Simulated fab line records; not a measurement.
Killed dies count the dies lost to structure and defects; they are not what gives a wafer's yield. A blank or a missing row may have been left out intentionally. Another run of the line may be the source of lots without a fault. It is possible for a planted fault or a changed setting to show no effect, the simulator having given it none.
Split-lot trial -- flow berkeleyCmos170 -- route with 331 steps; 5 lots, 23 wafers read

## ABOUT THE SPLIT
At UCB170_CONTACT_COAT_04 (resist thk 900 nm), the setting spinRpm was moved away from the recipe's 1500 rpm on 8 of the 23 wafers read, by -6.5% to +7.1%. This setting was run at the recipe's value on the other wafers.

The reading is taken at the split's own step.

## THE READING
KrF_of_CONTACT_COAT_04.thkNm (the simulator's own value, which no gauge read), in nm, at UCB170_CONTACT_COAT_04 (resist thk 900 nm). There is no usual value for it anywhere in the file. Average 899.1 nm, standard deviation 2.3 nm, over the 15 wafers here run with the recipe.

wafer,"tool, chamber at the split","spinRpm as run, rpm",against the recipe,"KrF_of_CONTACT_COAT_04.thkNm, nm",against lot-mates on the recipe
L077.2,"lithoTrack-02, 0",1500,recipe,900.9,-
L077.3,"lithoTrack-02, 0",1500,recipe,901.9,-
L077.5,"lithoTrack-02, 0",1500,recipe,899.9,-
L081.1,"lithoTrack-02, 0",1500,recipe,898.2,-
L081.2,"lithoTrack-02, 0",1500,recipe,901,-
L081.4,"lithoTrack-02, 0",1500,recipe,895.3,-
L081.5,"lithoTrack-02, 0",1500,recipe,898.8,-
L081.6,"lithoTrack-02, 0",1500,recipe,897.7,-
L083.1,"lithoTrack-03, 0",1607,+7.1%,872.3,-30.4
L083.2,"lithoTrack-03, 0",1500,recipe,904,-
L083.3,"lithoTrack-03, 0",1607,+7.1%,872,-30.7
L083.4,"lithoTrack-03, 0",1500,recipe,901.4,-
L083.5,"lithoTrack-03, 0",1607,+7.1%,872.4,-30.3
L082.1,"lithoTrack-01, 0",1548,+3.2%,886.6,-11.9
L082.2,"lithoTrack-01, 0",1500,recipe,898.6,-
L082.3,"lithoTrack-01, 0",1500,recipe,899,-
L082.4,"lithoTrack-01, 0",1548,+3.2%,886,-12.5
L082.5,"lithoTrack-01, 0",1500,recipe,897.8,-
L084.1,"lithoTrack-03, 0",1500,recipe,895.9,-
L084.3,"lithoTrack-03, 0",1402,-6.5%,928.4,+32.4
L084.4,"lithoTrack-03, 0",1500,recipe,896.2,-
L084.5,"lithoTrack-03, 0",1402,-6.5%,931.7,+35.7
L084.6,"lithoTrack-03, 0",1402,-6.5%,932.4,+36.4

FIT RESULTS
A straight line over all 23 wafers: KrF_of_CONTACT_COAT_04.thkNm changes by -4.27 nm for each +1% of spinRpm; r = -0.99; the points scatter about the line by 2.7 nm.
The same after taking each lot's own level away (the mean of its wafers on the recipe; 23 wafers): -4.72 nm for each +1%; r = -0.99; scatter 2.1 nm.
On that fit, the largest move of spinRpm shifts the reading by 34 nm.
Measured against the standard deviation above, the lots' own levels, which go from 896.05 to 902.70 nm, span 2.8 times it.
So the lot-to-lot level changes the slope little: the two slopes agree.
Check: with one of the wafers moved furthest among these (+7.1%) left out of the fit, the line predicts -33 nm for it against its lot-mates. It came out at -30.4 nm against them.

## OTHER SPLITS APPLIED TO THESE WAFERS
These wafers also went through other splits before the reading. Each is held against what the fit with the lots' levels taken away leaves over:
other split on the same wafers,wafers away from the commonest value,r with KrF_of_CONTACT_COAT_04.thkNm (lot level and that fit taken away)
UCB170_NLDD_IMPLANT_09 doseCm2,5,+0.25
UCB170_NSD_PEB_04 pebTempC,7,-0.22
UCB170_BACKSIDE_STRIP_03 powerW,9,+0.25

## THE WHOLE CHAIN: every reading that the file lists as answering this split, in the file's order
step,what it does,reading,change (the file's fit),r (the file's)
UCB170_CONTACT_COAT_04,resist thk 900 nm,"KrF_of_CONTACT_COAT_04.thkNm (the simulator's own value, which no gauge read)",-4.66 nm for each +1% of the setting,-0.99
UCB170_CONTACT_STRIP_06,strips in O2,stripTimeToEndpointS,withheld for each +1% of the setting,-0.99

## FILE'S OWN FIT
KrF_of_CONTACT_COAT_04.thkNm changes by -4.66 nm for each +1% of spinRpm, r = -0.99.
